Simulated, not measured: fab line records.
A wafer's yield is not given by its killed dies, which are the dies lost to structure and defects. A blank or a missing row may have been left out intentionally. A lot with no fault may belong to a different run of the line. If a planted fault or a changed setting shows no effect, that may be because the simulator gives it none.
A sampling plan put to the test + flow ritCmos + 19 faults told of in these records, all on one fab line, each judged by the records of the lots it struck
The plan is the line's own looks: the steps of the route at which a gauge or an inspection reads the wafer and doesn't change it. A look can be judged if struck wafers have a number there and the file gives its usual mean and standard deviation on fault-free wafers. Caught: a look later than the fault's first step finds the struck wafers' mean 4 or more of those standard deviations (sigma) from the usual mean. On the tool: the fault's steps, tested the same way using the tool's own readings. It also counts as caught if the struck wafers ran another recipe or if their record alone is blank.

== THE FAULTS, as the simulator had put them in ==
1. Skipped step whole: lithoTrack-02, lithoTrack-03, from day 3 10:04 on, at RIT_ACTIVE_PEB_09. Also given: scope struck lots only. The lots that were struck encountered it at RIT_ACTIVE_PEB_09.
2. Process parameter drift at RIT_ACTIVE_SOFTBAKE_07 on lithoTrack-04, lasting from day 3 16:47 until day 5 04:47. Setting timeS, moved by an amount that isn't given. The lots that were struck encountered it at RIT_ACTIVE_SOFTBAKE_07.
3. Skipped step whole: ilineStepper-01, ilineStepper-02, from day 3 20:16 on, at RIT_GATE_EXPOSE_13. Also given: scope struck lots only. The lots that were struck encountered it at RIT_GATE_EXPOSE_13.
4. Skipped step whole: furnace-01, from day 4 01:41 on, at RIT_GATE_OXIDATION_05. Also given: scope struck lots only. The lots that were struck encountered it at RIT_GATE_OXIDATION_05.
5. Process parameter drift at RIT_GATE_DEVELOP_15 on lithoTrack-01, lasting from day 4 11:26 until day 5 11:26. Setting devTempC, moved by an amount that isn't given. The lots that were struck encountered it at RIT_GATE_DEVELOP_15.
6. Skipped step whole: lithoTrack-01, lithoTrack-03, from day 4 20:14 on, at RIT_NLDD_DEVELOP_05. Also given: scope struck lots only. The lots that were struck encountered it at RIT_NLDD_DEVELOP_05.
7. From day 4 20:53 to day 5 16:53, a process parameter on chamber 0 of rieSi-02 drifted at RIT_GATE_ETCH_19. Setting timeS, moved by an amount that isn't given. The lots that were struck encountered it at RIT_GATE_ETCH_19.
8. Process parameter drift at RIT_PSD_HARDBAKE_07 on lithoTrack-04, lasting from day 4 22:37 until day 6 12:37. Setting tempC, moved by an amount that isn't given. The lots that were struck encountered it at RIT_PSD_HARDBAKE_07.
9. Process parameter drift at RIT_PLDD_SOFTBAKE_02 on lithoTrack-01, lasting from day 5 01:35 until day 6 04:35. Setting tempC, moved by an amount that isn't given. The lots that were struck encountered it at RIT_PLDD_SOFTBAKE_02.
10. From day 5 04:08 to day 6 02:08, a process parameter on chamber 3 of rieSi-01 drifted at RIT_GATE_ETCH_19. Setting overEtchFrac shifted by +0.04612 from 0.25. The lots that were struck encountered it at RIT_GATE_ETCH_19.
11. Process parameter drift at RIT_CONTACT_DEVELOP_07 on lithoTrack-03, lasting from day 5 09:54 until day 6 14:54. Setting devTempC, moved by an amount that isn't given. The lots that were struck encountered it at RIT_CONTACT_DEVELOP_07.
12. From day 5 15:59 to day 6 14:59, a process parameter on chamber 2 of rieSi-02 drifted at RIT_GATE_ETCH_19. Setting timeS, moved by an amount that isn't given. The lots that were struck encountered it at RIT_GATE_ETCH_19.
13. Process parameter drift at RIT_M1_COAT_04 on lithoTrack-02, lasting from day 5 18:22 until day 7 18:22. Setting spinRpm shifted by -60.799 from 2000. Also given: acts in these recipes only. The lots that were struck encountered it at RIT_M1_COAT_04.
14. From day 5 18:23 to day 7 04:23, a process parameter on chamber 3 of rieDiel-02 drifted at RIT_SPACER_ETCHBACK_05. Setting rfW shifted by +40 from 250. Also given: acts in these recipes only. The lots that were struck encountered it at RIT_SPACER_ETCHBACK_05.
15. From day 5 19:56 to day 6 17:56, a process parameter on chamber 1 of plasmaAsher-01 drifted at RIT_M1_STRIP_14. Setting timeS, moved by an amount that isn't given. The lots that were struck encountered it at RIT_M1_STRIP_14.
16. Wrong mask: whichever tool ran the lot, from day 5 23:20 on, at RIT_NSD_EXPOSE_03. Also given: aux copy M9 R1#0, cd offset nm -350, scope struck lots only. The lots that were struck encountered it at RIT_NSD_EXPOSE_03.
17. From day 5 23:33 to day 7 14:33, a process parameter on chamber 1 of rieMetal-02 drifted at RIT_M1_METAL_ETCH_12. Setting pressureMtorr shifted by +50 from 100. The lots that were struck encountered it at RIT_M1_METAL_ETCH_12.
18. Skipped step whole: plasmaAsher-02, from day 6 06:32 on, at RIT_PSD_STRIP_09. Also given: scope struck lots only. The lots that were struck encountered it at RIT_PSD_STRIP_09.
19. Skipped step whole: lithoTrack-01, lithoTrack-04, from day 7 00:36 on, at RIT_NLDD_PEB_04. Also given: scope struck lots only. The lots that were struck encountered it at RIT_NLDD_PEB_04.

== WHAT THE PLAN SAW ==
| fault | on the tool itself                               | first look that catches it                      | reading, sigma | median hours from its first step to that look | hours from the fault's start to the first struck lot there | judged looks passed uncaught |
|-------|--------------------------------------------------|-------------------------------------------------|----------------|-----------------------------------------------|------------------------------------------------------------|------------------------------|
| 1     | no reading that can be judged                    | none of the 3 looks that can be judged after it | -              | -                                             | -                                                          | 3                            |
| 2     | runLengthS -43 sigma                             | no look after it can be judged                  | -              | -                                             | -                                                          | 0                            |
| 3     | no reading that can be judged                    | no look after it can be judged                  | -              | -                                             | -                                                          | 0                            |
| 4     | the tool's record is blank for the struck wafers | no look after it can be judged                  | -              | -                                             | -                                                          | 0                            |
| 5     | developerTempC -5.5 sigma                        | not the one look that can be judged after it    | -              | -                                             | -                                                          | 1                            |
| 6     | the tool's record is blank for the struck wafers | no look after it can be judged                  | -              | -                                             | -                                                          | 0                            |
| 7     | runLengthS +47 sigma                             | no look after it can be judged                  | -              | -                                             | -                                                          | 0                            |
| 8     | heaterPowerTotalW +22 sigma                      | no look after it can be judged                  | -              | -                                             | -                                                          | 0                            |
| 9     | heaterPowerTotalW -7.2 sigma                     | no look after it can be judged                  | -              | -                                             | -                                                          | 0                            |
| 10    | only faintly: drypumpMotorCurrentA -2.1 sigma    | no look after it can be judged                  | -              | -                                             | -                                                          | 0                            |
| 11    | developerTempC -5.9 sigma                        | no look after it can be judged                  | -              | -                                             | -                                                          | 0                            |
| 12    | runLengthS +96 sigma                             | not the one look that can be judged after it    | -              | -                                             | -                                                          | 1                            |
| 13    | spinSpeedRpm -46 sigma                           | no look after it can be judged                  | -              | -                                             | -                                                          | 0                            |
| 14    | rfFwdPowerW +45 sigma                            | not the one look that can be judged after it    | -              | -                                             | -                                                          | 1                            |
| 15    | runLengthS -15 sigma                             | no look after it can be judged                  | -              | -                                             | -                                                          | 0                            |
| 16    | no reading that can be judged                    | not the one look that can be judged after it    | -              | -                                             | -                                                          | 1                            |
| 17    | chamberPressureMTorr +99 or beyond sigma         | no look after it can be judged                  | -              | -                                             | -                                                          | 0                            |
| 18    | the tool's record is blank for the struck wafers | no look after it can be judged                  | -              | -                                             | -                                                          | 0                            |
| 19    | no reading that can be judged                    | not the one look that can be judged after it    | -              | -                                             | -                                                          | 1                            |
A dash: the fault isn't caught, or these records don't give the number.

Caught at a look: 0 of 19. Caught on the tool: 14 of 19. By one or the other: 14 of 19.
Caught on the tool alone: faults 2, 4, 5, 6, 7, 8, 9, 11, 12, 13, 14, 15, 17, 18.
Caught by neither: faults 1, 3, 10, 16, 19.
